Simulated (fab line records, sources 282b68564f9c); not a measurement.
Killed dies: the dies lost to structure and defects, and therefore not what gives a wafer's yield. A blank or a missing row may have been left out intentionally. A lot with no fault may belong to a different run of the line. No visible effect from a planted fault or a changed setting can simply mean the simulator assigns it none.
Which tool was responsible? ; flow rit-cmos ; Sampling: 13 lots, 39 wafers, 2 of 202 route steps

== WHAT THE GAUGES READ, wafer by wafer ==
RIT_GATE_THK_MEAS_09. Usual: GATE_POLY_THK typically reads 250.4 nm, with standard deviation 2.6.
lot;measured;on;GATE_POLY_THK (nm);flag
L345;day 2 13:58;film-metro-01;249.8 249.0 246.6;
L346;day 2 19:59;film-metro-02;246.8 248.3 249.8;
L347;day 2 23:31;film-metro-01;249.8 249.2 251.1;
L348;day 3 03:28;film-metro-01;250.8 251.2 251.7;
L350;day 3 16:34;film-metro-01;303.8 305.9 303.3 304.2 305.4 303.2;OFF
L352;day 4 04:32;film-metro-02;251.4 253.0 251.7;
L353;day 4 07:16;film-metro-02;307.6 307.9 309.0 307.5 308.1 308.8;OFF
L360;day 5 16:56;film-metro-01;253.3 253.5 254.8;
L362;day 6 05:39;film-metro-01;253.6 253.4 254.1;
L365;day 6 19:49;film-metro-03;249.1 250.8 250.8;
L366;day 7 00:27;film-metro-01;249.6 247.4 248.6;
L367;day 7 03:31;film-metro-01;249.4 249.6 248.0;
L368;day 7 11:14;film-metro-02;253.2 254.9 254.1;

== WHICH TOOL RAN EACH LOT (tool, then ch and the chambers of the sampled wafers, then the start) ==
lot;RIT_GATE_CVD_08
L345;lpcvd-01 ch 1, day 2 12:20
L346;lpcvd-01 ch 1, day 2 18:22
L347;lpcvd-01 ch 0, day 2 21:54
L348;lpcvd-01 ch 1, day 3 01:51
L350;lpcvd-01 ch 0, day 3 14:56
L352;lpcvd-02 ch 1, day 4 02:55
L353;lpcvd-01 ch 0, day 4 05:38
L360;lpcvd-02 ch 1, day 5 15:19
L362;lpcvd-02 ch 1, day 6 04:02
L365;lpcvd-02 ch 1, day 6 18:11
L366;lpcvd-01 ch 0, day 6 22:02
L367;lpcvd-01 ch 1, day 7 01:54
L368;lpcvd-02 ch 0, day 7 09:37
- RIT_GATE_CVD_08: deposits poly-Si from SiH4, target thk 250 nm, time 2220 s.

== AS READ BY THE TOOLS THEMSELVES (means over the sampled wafers that have a number; for cases with no such wafer, the mark the record gives instead) ==
RIT_GATE_CVD_08. Usual: pressure-mtorr 300.1 mTorr, standard deviation 0.71; spike-tc-centre-C 612.1 C, standard deviation 1.3; zone-power-source-pct 11.3 %, standard deviation 1.
lot;tool;pressure-mtorr (mTorr);spike-tc-centre-C (C);zone-power-source-pct (%);flag
L345;lpcvd-01;299.6;611.4;11.1;
L346;lpcvd-01;300.1;611.1;11.0;
L347;lpcvd-01;300.5;611.8;10.5;
L348;lpcvd-01;300.0;611.6;10.9;
L350;lpcvd-01;449.8;611.0;10.4;OFF
L352;lpcvd-02;299.4;613.4;13.0;
L353;lpcvd-01;450.7;611.5;10.4;OFF
L360;lpcvd-02;300.7;612.0;12.9;
L362;lpcvd-02;300.8;613.0;12.8;
L365;lpcvd-02;300.2;613.4;12.9;
L366;lpcvd-01;300.3;611.4;10.5;
L367;lpcvd-01;300.2;610.7;10.9;
L368;lpcvd-02;299.9;613.5;12.8;

== THE ANSWER, worked out from the rows above alone ==
Rule: take the mean of a lot's wafers that have a number; if it is more than 3 standard deviations from the usual mean, the lot is off. A lot without any number at a reading at which 4 lots or more have one is off too. All remaining lots with rows at the step are treated as sound. The gauges are gone through in route order, then the tools' own readings, and for those a lot's mean is taken as printed above. At the first step where some lot is off, the reading lying furthest off is the one used; lots without a number count as furthest.
Off: L350, L353, at RIT_GATE_THK_MEAS_09 (GATE_POLY_THK).
If a tool, at a process step before that reading, ran all the lots that are off and no sound lot after the first of them, it fits. Not tried: the gauges at RIT_GATE_THK_MEAS_09; whatever is off there is also off at RIT_GATE_CVD_08, on other tools, and gauge error can't account for it. No candidate that was tried fits.

== WHAT WAS PUT IN BY THE SIMULATOR ==
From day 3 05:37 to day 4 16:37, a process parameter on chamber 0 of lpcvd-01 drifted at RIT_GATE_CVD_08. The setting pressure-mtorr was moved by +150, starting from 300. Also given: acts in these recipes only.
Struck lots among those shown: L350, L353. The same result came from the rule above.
